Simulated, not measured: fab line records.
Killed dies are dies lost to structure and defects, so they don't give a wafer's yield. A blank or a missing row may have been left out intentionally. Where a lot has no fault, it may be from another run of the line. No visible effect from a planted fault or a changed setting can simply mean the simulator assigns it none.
Which tool was responsible? ; flow ritCmos ; 7 lots with 21 wafers sampled at 2 steps, on a route of 202 steps

== WHAT THE GAUGES SHOWED, per wafer ==
RIT_NLDD_TW_MEAS_10.
lot;measured;on;NLDD_TW
L118;day 2 22:12;filmMetro-04;2454 2461 2470
L120;day 3 09:19;filmMetro-04;2479 2478 2469
L122;day 3 19:21;filmMetro-02;2480 2467 2469
L125;day 4 09:21;filmMetro-04;2459 2454 2458
L130;day 5 10:08;filmMetro-04;2656 2647 2636 2649 2655 2638
L137;day 7 00:13;filmMetro-03;2488 2476 2487
L140;day 7 17:02;filmMetro-04;2474 2479 2467

== EACH LOT AND THE TOOL THAT RAN IT (in order: tool; ch and the chambers of the sampled wafers; start) ==
lot;RIT_NLDD_IMPLANT_08
L118;implanter-04 ch 0, day 2 21:53
L120;implanter-03 ch 0, day 3 08:59
L122;implanter-03 ch 0, day 3 19:01
L125;implanter-04 ch 0, day 4 09:01
L130;implanter-01 ch 0, day 5 09:50
L137;implanter-04 ch 0, day 6 23:53
L140;implanter-01 ch 0, day 7 16:45
- RIT_NLDD_IMPLANT_08

== THE ANSWER, worked out from the rows above alone ==
Rule: the usual values come from the lots themselves. Put in order of their means at a reading, lots are off if they are a third of the lots or fewer, leave a main group of 4 or more, and stand apart from it by a gap of 3 or more times the standard deviation of the main group's means; of several such gaps the widest counts. The tables above print the reading to a certain number of digits; a main group whose means all agree to those digits is not used. A lot without any number at a reading at which 4 lots or more have one is off too. Where the step has rows for the other lots, those lots are counted as sound.
Off: at RIT_NLDD_TW_MEAS_10 (NLDD_TW), L130. The main group has a mean of 2470 with a standard deviation of 8.8.
If a tool, at a process step before that reading, ran all the lots that are off and no sound lot after the first of them, it fits. Gauges at RIT_NLDD_TW_MEAS_10: tried the same way as those tools. Not one of the candidates tried fits.

== WHAT WAS PUT IN BY THE SIMULATOR ==
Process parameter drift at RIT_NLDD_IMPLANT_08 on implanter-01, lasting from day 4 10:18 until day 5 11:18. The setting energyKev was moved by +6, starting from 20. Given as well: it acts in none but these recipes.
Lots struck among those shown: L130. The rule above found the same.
